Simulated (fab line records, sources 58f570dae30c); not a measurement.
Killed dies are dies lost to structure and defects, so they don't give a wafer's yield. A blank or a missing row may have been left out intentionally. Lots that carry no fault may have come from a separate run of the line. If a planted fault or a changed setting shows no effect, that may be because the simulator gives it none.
2 desks, one fault | flow berkeley-cmos170 | what lay behind the numbers comes last; until then each desk has only its own

== TOOL OWNER'S DESK, litho-track-03 ==
UCB170_M1_PEB_07, tool's own readings: per-lot mean of the sampled wafers with a number, covering each lot this tool ran. Marked OUT: a lot whose mean sits more than 4 standard deviations from the usual mean, which makes it out of limits; the brackets give that distance.
Columns: A = heater-power-total-W at UCB170_M1_PEB_07, usual 56.81 W; B = plate-temp-C at UCB170_M1_PEB_07, usual 130.02 C
lot  | first seen here | A               | B
L906 | day 7 21:46     | 56.81           | 130.08
L907 | day 7 22:08     | 56.82           | 129.99
L913 | day 9 05:04     | 56.80           | 129.91
L918 | day 10 04:37    | 54.96 (-39) OUT | 126.68 (-28) OUT
L920 | day 10 16:00    | 54.94 (-40) OUT | 126.62 (-28) OUT
This desk's verdict: out of limits on L918, L920, starting with L918 at day 10 04:37 (heater-power-total-W at UCB170_M1_PEB_07). L906, L907, L913 stayed within limits.

== METROLOGY DESK ==
What the gauges read, lot by lot, whatever tool the lot ran on: means of the sampled wafers that have a number. Marked OUT: a lot whose mean sits more than 4 standard deviations from the usual mean, which makes it out of limits; the brackets give that distance.
Columns: A = cd-nm at UCB170_M1_CD_MEAS_09, usual 700.1 nm
lot  | first seen here | A
L906 | day 7 22:02     | 698.5
L907 | day 7 22:31     | 699.0
L908 | day 7 23:55     | 700.8
L909 | day 8 00:15     | 701.2
L910 | day 8 20:19     | 702.4
L912 | day 9 03:23     | 699.9
L913 | day 9 05:20     | 701.9
L916 | day 10 04:47    | 699.3
L918 | day 10 04:53    | 725.2 (+19) OUT
L920 | day 10 17:01    | 719.9 (+15) OUT
L924 | day 11 15:32    | 700.3
L927 | day 11 15:50    | 699.7
L926 | day 11 16:00    | 702.4
L925 | day 11 16:04    | 699.4
This desk's verdict: out of limits on L918, L920, starting with L918 at day 10 04:53 (cd-nm at UCB170_M1_CD_MEAS_09). L906, L907, L908, L909, L910, L912, L913, L916, L924, L927, L926, L925 stayed within limits.

== ALL TOGETHER ==
The tool owner's desk had the chance to raise an alarm at day 10 04:37 on L918, L920.
L918, L920 would have let the metrology desk raise an alarm at day 10 04:53.
Of the lots named, all ran UCB170_M1_PEB_07 on litho-track-03.

== WHAT THE SIMULATOR PUT IN ==
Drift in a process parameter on litho-track-03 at UCB170_M1_PEB_07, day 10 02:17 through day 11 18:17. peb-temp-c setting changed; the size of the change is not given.
Lots struck among those shown: L918, L920.
Time in hours from fault onset to the first out-of-limits reading at each desk: tool owner's desk 2, metrology desk 3.
